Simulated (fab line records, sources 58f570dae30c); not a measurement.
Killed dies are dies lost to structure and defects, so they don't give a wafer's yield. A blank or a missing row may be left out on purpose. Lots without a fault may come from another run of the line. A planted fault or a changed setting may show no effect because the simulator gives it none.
Which tool did it? | flow berkeley_cmos170 | 14 lots, 42 wafers sampled, at 2 steps of a route of 331

WHAT THE GAUGES READ, wafer by wafer
UCB170_GATE_THK_MEAS_02. Usual: GATE_OXIDE_THK 6.63 nm, standard deviation 0.11.
lot  | measured     | on            | GATE_OXIDE_THK (nm)                 | flag
L845 | day 5 21:40  | film_metro-02 | 6.43 6.42 6.47                      |
L846 | day 5 21:43  | film_metro-02 | 6.49 6.47 6.35                      |
L847 | day 5 21:40  | film_metro-04 | 6.54 6.31 6.57                      |
L849 | day 6 13:45  | film_metro-02 | 6.64 6.62 6.68                      |
L848 | day 6 23:25  | film_metro-02 | 6.73 6.71 6.66                      |
L851 | day 6 23:20  | film_metro-01 | 6.62 6.50 6.71                      |
L852 | day 6 23:21  | film_metro-02 | 6.47 6.44 6.42                      |
L856 | day 8 07:17  | film_metro-02 | 6.82 6.78 6.79                      |
L857 | day 8 07:17  | film_metro-01 | 6.71 6.73 6.64                      |
L858 | day 8 21:24  | film_metro-04 | 6.68 6.70 6.65                      |
L860 | day 8 21:27  | film_metro-02 | 6.75 6.69 6.69                      |
L861 | day 8 21:23  | film_metro-02 | 6.84 6.77 6.85                      |
L864 | day 10 19:19 | film_metro-04 | 10.94 10.95 10.87 10.96 10.91 10.86 | OFF
L868 | day 10 23:49 | film_metro-02 | 10.66 10.79 10.69 10.68 10.73 10.75 | OFF

WHICH TOOL RAN EACH LOT (tool, then ch and the chambers of the sampled wafers, then the start)
lot  | UCB170_GATE_OXIDATION_01
L845 | furnace-03 ch 0, day 5 20:09
L846 | furnace-03 ch 0, day 5 20:09
L847 | furnace-03 ch 0, day 5 20:09
L849 | furnace-03 ch 0, day 6 12:15
L848 | furnace-02 ch 0, day 6 21:50
L851 | furnace-02 ch 0, day 6 21:50
L852 | furnace-02 ch 0, day 6 21:50
L856 | furnace-03 ch 0, day 8 05:47
L857 | furnace-03 ch 0, day 8 05:47
L858 | furnace-02 ch 0, day 8 19:53
L860 | furnace-02 ch 0, day 8 19:53
L861 | furnace-02 ch 0, day 8 19:53
L864 | furnace-03 ch 0, day 10 15:04
L868 | furnace-03 ch 0, day 10 20:25 and furnace-02 ch 0, day 10 22:19
- UCB170_GATE_OXIDATION_01: target thk 6.6 nm, ox time 1800 s.

WHAT THE TOOLS THEMSELVES READ (means of the sampled wafers that have a number; where no wafer has one, the mark that the record gives instead)
UCB170_GATE_OXIDATION_01. Usual: zone_power_load_pct 21.8 %, standard deviation 0.92; zone_power_source_pct 25.7 %, standard deviation 1.3.
lot  | tool                  | zone_power_load_pct (%) | zone_power_source_pct (%) | flag
L845 | furnace-03            | 22.6                    | 24.3                      |
L846 | furnace-03            | 22.6                    | 24.6                      |
L847 | furnace-03            | 22.5                    | 24.6                      |
L849 | furnace-03            | 22.5                    | 24.7                      |
L848 | furnace-02            | 20.8                    | 27.1                      |
L851 | furnace-02            | 20.8                    | 27.0                      |
L852 | furnace-02            | 20.9                    | 26.8                      |
L856 | furnace-03            | 22.7                    | 24.3                      |
L857 | furnace-03            | 22.6                    | 24.7                      |
L858 | furnace-02            | 20.8                    | 27.3                      |
L860 | furnace-02            | 20.8                    | 27.2                      |
L861 | furnace-02            | 20.6                    | 26.7                      |
L864 | furnace-03            | 22.6                    | 24.6                      |
L868 | furnace-03/furnace-02 | 21.7                    | 25.7                      |

THE ANSWER, worked out from the rows above alone
Rule: a lot is off if the mean of its wafers that have a number lies more than 3 standard deviations from the usual mean. A lot without any number at a reading at which 4 lots or more have one is off too. The other lots that the step has rows for count as sound. The gauges are gone through in route order, then the tools' own readings, and for those a lot's mean is taken as printed above. The first step at which some lot is off is used, and at that step the reading that is off furthest; a lot without a number counts as furthest.
Off: L864, L868, at UCB170_GATE_THK_MEAS_02 (GATE_OXIDE_THK).
A tool fits if, at a process step before that reading, it ran every lot that is off, and no sound lot after the first of them. The gauges at UCB170_GATE_THK_MEAS_02 are tried like those tools. One fits: furnace-03 at UCB170_GATE_OXIDATION_01. Its last sound lot is L856 (day 8 05:47), its first lot that is off L864 (day 10 15:04): a fault that began between those two fits.

WHAT THE SIMULATOR HAD PUT IN
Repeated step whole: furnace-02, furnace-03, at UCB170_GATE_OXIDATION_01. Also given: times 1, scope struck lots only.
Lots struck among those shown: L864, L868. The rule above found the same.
